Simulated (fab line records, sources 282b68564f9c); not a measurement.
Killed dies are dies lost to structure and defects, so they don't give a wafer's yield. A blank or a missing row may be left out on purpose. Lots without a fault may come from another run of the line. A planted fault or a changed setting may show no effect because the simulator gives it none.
A struck lot beside a sound one | flow rit_cmos | 14 steps out of a route of 202
Sound: wafers L831.1, L831.3, L831.4. Struck: wafers L836.1, L836.2, L836.6. The cause comes at the end.
At each step with rows: each side's tool, then ch and its chambers, then its first start. Under that, the readings that differ: sound wafers | struck wafers | difference of the means | sigmas: that difference in standard deviations of wafers without a fault.
alike: readings whose means differ by less than 2 such deviations, and words and numbers that are the same on both sides. not compared: withheld readings, readings that some wafer has no value for, bounds like >300 that may hide the same value, and numbers for which the record gives no deviation and whose values overlap.
The two part at a step that has a row with sigmas, a row that says differs or no value, or rows on one side only. Numbers that don't overlap but have no deviation are shown without sigmas and don't part them. A reading that every wafer of one side lacks parts them only if that side has two wafers or more.

first, 4 steps without rows for these wafers: RIT_NLDD_SOFTBAKE_02 (time 60 s); RIT_NLDD_EXPOSE_03 (exposes mask M7, target cd 40700 nm); RIT_NLDD_PEB_04; RIT_NLDD_DEVELOP_05 (develop time 50 s).
RIT_NLDD_OVL_MEAS_06:
  sound on overlay-01, day 5 06:00; struck on overlay-01, day 6 05:40
  alike: NLDD_OVL
then, 2 steps without rows for these wafers: RIT_NLDD_HARDBAKE_07 (time 60 s); RIT_NLDD_IMPLANT_08.
RIT_NLDD_STRIP_09: strips in O2, time 180 s.
  sound on plasma_asher-01 ch 0,1, day 5 06:20; struck on plasma_asher-03 ch 0,1, day 6 06:01
  alike: drypump_motor_current_A
  not compared: rf_hours_counter_h
RIT_NLDD_TW_MEAS_10:
  sound on film_metro-01, day 5 06:31; struck on film_metro-04, day 6 06:11
  reading | sound          | struck         | difference | sigmas
  NLDD_TW | 2473 2481 2472 | 2517 2529 2517 | +46        | +3
then, 3 steps without rows for these wafers: RIT_PLDD_HMDS_00 (prime time 60 s); RIT_PLDD_COAT_01 (resist thk 1000 nm); RIT_PLDD_SOFTBAKE_02 (time 60 s).
RIT_PLDD_EXPOSE_03: exposes mask M8, target cd 40900 nm.
  sound on iline_stepper-02 ch 0, day 5 07:01; struck on iline_stepper-02, day 6 06:41
  no value came back on the struck wafers for exposure_dose_mJ_cm2, focus_offset_nm (nm), na; on the sound wafers exposure_dose_mJ_cm2 reads 250.11 250.14 250.14
  alike: mask
then, 1 step without rows for these wafers: RIT_PLDD_PEB_04.

WHERE THEY PART
First at RIT_NLDD_TW_MEAS_10; last, within this record, at RIT_PLDD_EXPOSE_03.

WHY: what the simulator had put in
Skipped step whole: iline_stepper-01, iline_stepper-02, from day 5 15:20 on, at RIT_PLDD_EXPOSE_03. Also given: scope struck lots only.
